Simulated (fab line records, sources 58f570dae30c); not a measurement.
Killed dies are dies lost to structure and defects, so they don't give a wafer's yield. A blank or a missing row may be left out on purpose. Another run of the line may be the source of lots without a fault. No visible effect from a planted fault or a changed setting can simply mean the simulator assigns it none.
Problem report, 8D (eight disciplines) form, completed by code ; flow berkeley-cmos170 ; the parts of the form that need people (team, actions taken, sign-off) are left out

1. PROBLEM STATEMENT
Wafers without a fault read 999.99 C, standard deviation 0.082; tube-center-temp-C at UCB170_FIELD_OXIDATION_01 reads a mean of 1008.02 C on 6 wafers belonging to 2 lots. That is +98 standard deviations from the usual mean.
The step: target thk 558.3 nm, ox time 7200 s.
First observed at day 7 10:39: wafer L207.1, on furnace-01. Wafers with a number at this step in the record: 18, from 6 lots. Rule for "out" (also "out of limits"): further than 4 standard deviations from the usual mean. All remaining wafers that have a number are taken as sound.

2. WHAT IT IS; WHAT IT IS NOT
question;is;is not
which readings at this step;tube-center-temp-C, spike-tc-centre-C, tube_center_temp_C_max;-
which lots;L207, L208;L196, L200, L213, L215
which wafers of those lots;all that have a number;-
read on which tools;furnace-01;furnace-02, furnace-03
when;from day 7 10:39;"up to then (6 sound wafers); but 6 sound wafers of L213, L215 came after"

3. THE SUSPECTS, EACH WITH WHAT RULES IT OUT
Counting: any tool at a process step up to the reading is kept as a suspect provided that every lot that is out went through it and no sound lot did after the first of them.
- furnace-01 at UCB170_FIELD_OXIDATION_01 (target thk 558.3 nm, ox time 7200 s): kept. It ran every lot that is out, first L207 (day 7 10:39), and no sound lot after that; its last sound lot up to then is L196 (day 5 08:22). Out on those wafers are its own readings of spike-tc-centre-C, tube-center-temp-C, tube_center_temp_C_max.
The count leaves furnace-01 at UCB170_FIELD_OXIDATION_01.

4. THE CAUSE (what the simulator had put in)
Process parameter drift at UCB170_FIELD_OXIDATION_01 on furnace-01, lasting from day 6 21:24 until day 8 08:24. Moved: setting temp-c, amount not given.
The count eliminated every tool but this one.

5. SEQUENCE OF EFFECTS, ordered by route
Each row: a reading whose mean over the struck wafers that have a number lies more than 3 standard deviations from the usual. Only readings for which the record gives a usual standard deviation are gone through. hours: the time from each lot's start at the first step in this table that gives one to its start at this step, as a median over the lots. sigmas: the change in usual standard deviations.
hours;step;reading;usual;on struck wafers;change;sigmas
0;UCB170_FIELD_OXIDATION_01;spike-tc-centre-C;1001.8 C;1010.5;+8.7;+6.2
0;UCB170_FIELD_OXIDATION_01;spike-tc-load-C;1024.4 C;1033.6;+9.2;+3.8
0;UCB170_FIELD_OXIDATION_01;spike-tc-source-C;1023.2 C;1031.4;+8.2;+3.7
0;UCB170_FIELD_OXIDATION_01;tube-center-temp-C;999.99 C;1008.02;+8.03;+98
0;UCB170_FIELD_OXIDATION_01;tube_center_temp_C_max;1002.6;1010.5;+7.9;+18
It contains these process steps:
- UCB170_FIELD_OXIDATION_01: target thk 558.3 nm, ox time 7200 s.
Later steps that measure or inspect, where all struck wafers having a row at the step show a number for every such reading and not one has moved that far: UCB170_FIELD_THK_MEAS_02, UCB170_FIELD_THK_MEAS_90.

6. WHAT WOULD HAVE CAUGHT IT SOONER
First out-of-limits reading in this record: day 7 10:39, which is 13 hours after fault onset at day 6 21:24.
